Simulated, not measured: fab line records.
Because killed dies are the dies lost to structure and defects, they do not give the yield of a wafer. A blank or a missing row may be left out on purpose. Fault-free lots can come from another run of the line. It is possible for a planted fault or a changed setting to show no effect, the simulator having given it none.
Problem report, 8D (eight disciplines) form, completed by code + flow ritCmos + the parts of the form that need people (team, actions taken, sign-off) are left out

1. PROBLEM STATEMENT
Mean of oesProductAu at RIT_ACTIVE_ETCH_13: 0.729 a.u. across 2 wafers in 2 lots; on wafers with no fault it is 0.820 a.u. (standard deviation 0.013). Measured from the usual mean, that is -7.0 standard deviations.
The step: etches Si3N4 in SF6, stops on SiO2, time 210 s, target depth 210 nm.
First seen on wafer L874.3, day 4 02:50, on rieDiel-03. The record holds 42 wafers of 14 lots with a number at this step. The rule behind "out" and "out of limits": a value lying over 4 standard deviations away from the usual mean. The other wafers with a number count as sound.

2. WHAT IT IS, WHAT IT ISN'T
| question                    | is               | is not                                                                                             |
|-----------------------------|------------------|----------------------------------------------------------------------------------------------------|
| which readings at this step | oesProductAu     | drypumpMotorCurrentA, throttleValvePct                                                             |
| which lots                  | L874, L876       | L862, L863, L864, L865, L869, L870, L872, L875, L877, L880, L882, L884                             |
| which wafers of those lots  | L874.3, L876.6   | L874.1, L874.4, L876.1, L876.3                                                                     |
| read on which tools         | rieDiel-03       | rieDiel-01, rieDiel-02                                                                             |
| when                        | from day 4 02:50 | up to then (23 sound wafers); but 17 sound wafers of L875, L876, L877, L880, L882, L884 came after |

3. WHAT RULES OUT EACH SUSPECT
Counting: if a tool at a process step up to the reading ran every lot that is out, it stays a suspect. Sound lots after the first of them don't rule it out here, since some wafers of a struck lot are sound.
- rieDiel-03 at RIT_ACTIVE_ETCH_13 (etches Si3N4 in SF6, stops on SiO2, time 210 s, target depth 210 nm): kept. Ran every lot that is out, first one L874 (day 4 02:50); last sound lot up to then L865 (day 2 08:10). Its own readings are out on those wafers: oesProductAu.
- Within rieDiel-03 at RIT_ACTIVE_ETCH_13: the wafers that are out ran in chamber 3; their sound lot-mates ran in chambers 0, 1, 2.
After counting, what remains is rieDiel-03 at RIT_ACTIVE_ETCH_13.

4. THE CAUSE (what the simulator had put in)
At RIT_ACTIVE_ETCH_13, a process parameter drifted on rieDiel-03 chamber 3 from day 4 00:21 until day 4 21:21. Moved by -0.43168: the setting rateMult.
Only this tool survived the counting.

5. SEQUENCE OF EFFECTS, ordered by route
One row per reading whose mean, taken over the struck wafers that have a number, lies over 3 standard deviations from the usual. Only readings whose record carries a usual standard deviation are examined. hours: median over the lots of the time between each lot's start at the first step of this table that gives one and its start at this step. sigmas: the change, counted in usual standard deviations.
| hours | step               | reading          | usual      | on struck wafers | change | sigmas |
|-------|--------------------|------------------|------------|------------------|--------|--------|
| 0     | RIT_ACTIVE_ETCH_13 | oesProductAu     | 0.820 a.u. | 0.729            | -0.091 | -7.0   |
| 50    | RIT_M1_PROBE_99    | killedAtFrontEnd | 6.6        | 264.0            | +257.4 | +92    |
| 50    | RIT_M1_PROBE_99    | killedDies       | 6.6        | 264.0            | +257.4 | +92    |
| 50    | RIT_M1_PROBE_99    | killedOnRim      | 1.8        | 70.0             | +68.2  | +49    |
The process steps in it:
- RIT_ACTIVE_ETCH_13: etches Si3N4 in SF6, stops on SiO2, time 210 s, target depth 210 nm.
- RIT_M1_PROBE_99

6. WHAT WOULD HAVE CAUGHT IT SOONER
In this record the first reading out of limits was taken at day 4 02:50, 2 hours after the fault began at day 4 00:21.
